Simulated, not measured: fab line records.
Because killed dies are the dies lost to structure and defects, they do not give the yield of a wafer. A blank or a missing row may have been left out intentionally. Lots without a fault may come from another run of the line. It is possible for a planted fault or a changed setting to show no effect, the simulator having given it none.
Comparing a struck lot with a sound one + flow rit cmos + 43 steps out of a route of 202
Sound: these wafers, L267.1, L267.2, L267.6. Struck: wafers L274.2, L274.3, L274.5. The cause is given at the end.
For every step that has rows: the tool of each side, followed by ch and its chambers, followed by its first start. Under that, the readings that differ: sound wafers + struck wafers + difference of the means + sigmas: that difference in standard deviations of wafers without a fault.
alike: words and numbers the same on both sides, and readings whose means are apart by under 2 such deviations; not compared: readings that were withheld, readings missing a value for some wafer, numbers with overlapping values and no deviation given by the record, and bounds like >300 which may hide the same value.
A row with sigmas, a row that says differs or no value, or rows on one side alone: a step with any of these is where the two part. When numbers do not overlap yet have no deviation, they are printed without sigmas and do not part them. Lack of a reading on every wafer of one side parts them only where that side has two or more wafers.

first, 2 steps without rows for these wafers: RIT_SDANNEAL_CLEAN_02 (cleans in SC2, time 600 s); RIT_SDANNEAL_RTA_03 (time 5 s).
RIT_SDANNEAL_RS_MEAS_04: measures by four-point-probe.
  sound: film metro-02 at day 4 03:25; struck: film metro-01 at day 5 13:41
  alike: PSD_RS
RIT_SDANNEAL_RS_MEAS_05: measures by four-point-probe.
  sound: film metro-02 at day 4 03:32; struck: film metro-01 at day 5 13:48
| reading         | sound          | struck         | difference | sigmas |
|-----------------|----------------|----------------|------------|--------|
| NSD_RS (ohm/sq) | 85.1 85.2 85.3 | 84.1 84.5 84.0 | -1.0       | -3     |
RIT_SDANNEAL_RS_MEAS_06: measures by four-point-probe.
  sound: film metro-02 at day 4 03:39; struck: film metro-01 at day 5 13:55
  alike: PLDD_RS
RIT_SDANNEAL_RS_MEAS_07: measures by four-point-probe.
  sound: film metro-02 at day 4 03:46; struck: film metro-01 at day 5 14:02
  alike: NLDD_RS
then, 1 step without rows for these wafers: RIT_SILICIDE_WET_ETCH_00 (etches SiO2 in BOE, target depth 14 nm, time 15 s).
RIT_SILICIDE_SPUTTER_01: material Ti, target thk 30 nm, time 248.2 s.
  sound: pvd sputter-04 at day 4 03:55; struck: pvd sputter-02 at day 5 14:09
  alike: throttle valve pct
RIT_SILICIDE_RS_MEAS_02: measures by four-point-probe.
  sound: film metro-01 at day 4 04:04; struck: film metro-04 at day 5 14:19
  alike: SILICIDE_TI_RS
RIT_SILICIDE_THK_MEAS_03: measures by xrf.
  sound: film metro-01 at day 4 04:11; struck: film metro-04 at day 5 14:26
  alike: SILICIDE_TI_THK
RIT_SILICIDE_RTA_04: time 10 s, ramp up 5 s, ramp down 5 s.
  sound on rtp anneal-02 ch 0, day 4 04:14; struck on rtp anneal-01 ch 0, day 5 14:29
  alike: wafer_temp_C_max
then, 1 step without rows for these wafers: RIT_SILICIDE_WET_ETCH_05 (etches Ti in SPM, time 120 s).
RIT_SILICIDE_RTA_06: time 10 s, ramp up 5 s, ramp down 10 s.
  sound on rtp anneal-01 ch 0, day 4 04:20; struck on rtp anneal-02 ch 0, day 5 14:36
  alike: wafer_temp_C_max
then, 1 step without rows for these wafers: RIT_CONTACT_CVD_00 (deposits SiO2 from TEOS, target thk 400 nm, time 61 s).
RIT_CONTACT_THK_MEAS_01:
  sound: film metro-02 at day 4 04:28; struck: film metro-02 at day 5 14:43
  alike: CONTACT_TEOS_THK
then, 6 steps without rows for these wafers: RIT_CONTACT_HMDS_02 (prime time 60 s); RIT_CONTACT_COAT_03 (resist thk 1000 nm); RIT_CONTACT_SOFTBAKE_04 (time 60 s); RIT_CONTACT_EXPOSE_05 (exposes mask M11, target cd 1000 nm); RIT_CONTACT_PEB_06; RIT_CONTACT_DEVELOP_07 (develop time 114.2 s).
RIT_CONTACT_CD_MEAS_08 targets a cd of 1000 nm.
  sound: cd sem-02 at day 4 05:29; struck: cd sem-01 at day 5 15:53
| reading    | sound                | struck            | difference | sigmas |
|------------|----------------------|-------------------|------------|--------|
| cd nm (nm) | 1004.4 1003.0 1003.9 | 998.8 998.0 998.5 | -5.3       | -2     |
RIT_CONTACT_OVL_MEAS_09:
  sound: overlay-01 at day 4 05:37; struck: overlay-02 at day 5 15:59
| reading          | sound       | struck         | difference | sigmas |
|------------------|-------------|----------------|------------|--------|
| CONTACT_OVL (nm) | 1.5 1.2 1.8 | -1.8 -3.6 -1.5 | -3.8       | -2     |
then, 1 step without rows for these wafers: RIT_CONTACT_HARDBAKE_10 (time 60 s).
RIT_CONTACT_ETCH_11: etches SiO2 in CHF3/CF4/Ar, stops on TiSi2, target depth 480 nm, time 320 s.
  sound on rie diel-01 ch 1,2, day 4 05:47; struck on rie diel-01 ch 0,1,2, day 5 16:16
  alike: O2_flow_sccm, drypump motor current A, oes product au, rf fwd power W, throttle valve pct
  not compared: rf hours counter h
then, 1 step without rows for these wafers: RIT_CONTACT_STRIP_12 (strips in O2, time 180 s).
RIT_CONTACT_CD_MEAS_90 targets a cd of 1000 nm.
  sound: cd sem-02 at day 4 06:10; struck: cd sem-01 at day 5 16:40
| reading    | sound                | struck            | difference | sigmas |
|------------|----------------------|-------------------|------------|--------|
| cd nm (nm) | 1004.4 1003.5 1004.2 | 999.2 998.2 999.1 | -5.2       | -2     |
then, 2 steps without rows for these wafers: RIT_CONTACT_CLEAN_13 (cleans in SC1, time 600 s); RIT_CONTACT_CLEAN_14 (cleans in SC2, time 600 s).
RIT_M1_SPUTTER_00: material Al, target thk 400 nm, time 500 s.
  sound: pvd sputter-03 at day 4 06:38; struck: pvd sputter-01 at day 5 17:08
  alike: throttle valve pct
RIT_M1_RS_MEAS_01: measures by four-point-probe.
  sound: film metro-02 at day 4 06:56; struck: film metro-04 at day 5 17:26
  alike: M1_AL_RS
RIT_M1_THK_MEAS_02: measures by xrf.
  sound: film metro-02 at day 4 07:03; struck: film metro-04 at day 5 17:33
  alike: M1_AL_THK
then, 6 steps without rows for these wafers: RIT_M1_HMDS_03 (prime time 60 s); RIT_M1_COAT_04 (resist thk 1300 nm); RIT_M1_SOFTBAKE_05 (time 60 s); RIT_M1_EXPOSE_06 (exposes mask M12, target cd 2600 nm); RIT_M1_PEB_07; RIT_M1_DEVELOP_08 (develop time 68 s).
RIT_M1_CD_MEAS_09 targets a cd of 2600 nm.
  sound: cd sem-01 at day 4 07:59; struck: cd sem-02 at day 5 18:30
| reading    | sound                | struck               | difference | sigmas |
|------------|----------------------|----------------------|------------|--------|
| cd nm (nm) | 2598.0 2595.8 2597.2 | 2602.6 2599.2 2601.8 | +4.2       | +2     |
RIT_M1_OVL_MEAS_10:
  sound: overlay-01 at day 4 08:07; struck: overlay-02 at day 5 18:37
  alike: M1_OVL
then, 1 step without rows for these wafers: RIT_M1_HARDBAKE_11 (time 120 s).
RIT_M1_METAL_ETCH_12: etches Al in Cl2/BCl3, stops on SiO2, time 165 s, target depth 600 nm.
  sound on rie metal-02 ch 0,1, day 4 08:23; struck on rie metal-01 ch 0,1, day 5 18:53
  alike: drypump motor current A, he backside leak sccm, oes product au, rf fwd power W, throttle valve pct
  not compared: rf hours counter h
RIT_M1_PROBE_99:
  sound: prober-02 at day 4 10:39; struck: prober-01 at day 5 21:11
| reading                           | sound             | struck            | difference | sigmas |
|-----------------------------------|-------------------|-------------------|------------|--------|
| model.etest.npoly sal.rs ohm sq   | 4.304 4.283 4.305 | 4.563 4.553 4.564 | +0.263     |        |
| model.etest.ppoly sal.rs ohm sq   | 4.297 4.255 4.229 | 4.545 4.564 4.533 | +0.287     |        |
| model.etest.pplus sal.rs ohm sq   | 4.268 4.236 4.264 | 4.551 4.541 4.561 | +0.295     |        |
| model.etest.nplus sal.rs ohm sq   | 4.288 4.23 4.257  | 4.512 4.52 4.532  | +0.263     |        |
| model.etest.pplus sal.line ohm um | 1.243 1.214 1.216 | 1.292 1.29 1.308  | +0.072     |        |
| model.etest.nplus sal.line ohm um | 1.211 1.211 1.214 | 1.296 1.3 1.301   | +0.087     |        |
  alike: killed at contacts, killed at front end, killed dies, killed open, killed short
  not compared: model.etest.contact pplus.rc ohm, model.etest.contact nplus.rc ohm

WHERE THEY PART
First at RIT_SDANNEAL_RS_MEAS_05; last, within this record, at RIT_M1_CD_MEAS_09. Later steps at which nothing parts them and some readings are alike: RIT_M1_OVL_MEAS_10, RIT_M1_METAL_ETCH_12, RIT_M1_PROBE_99.

WHY: what the simulator had put in
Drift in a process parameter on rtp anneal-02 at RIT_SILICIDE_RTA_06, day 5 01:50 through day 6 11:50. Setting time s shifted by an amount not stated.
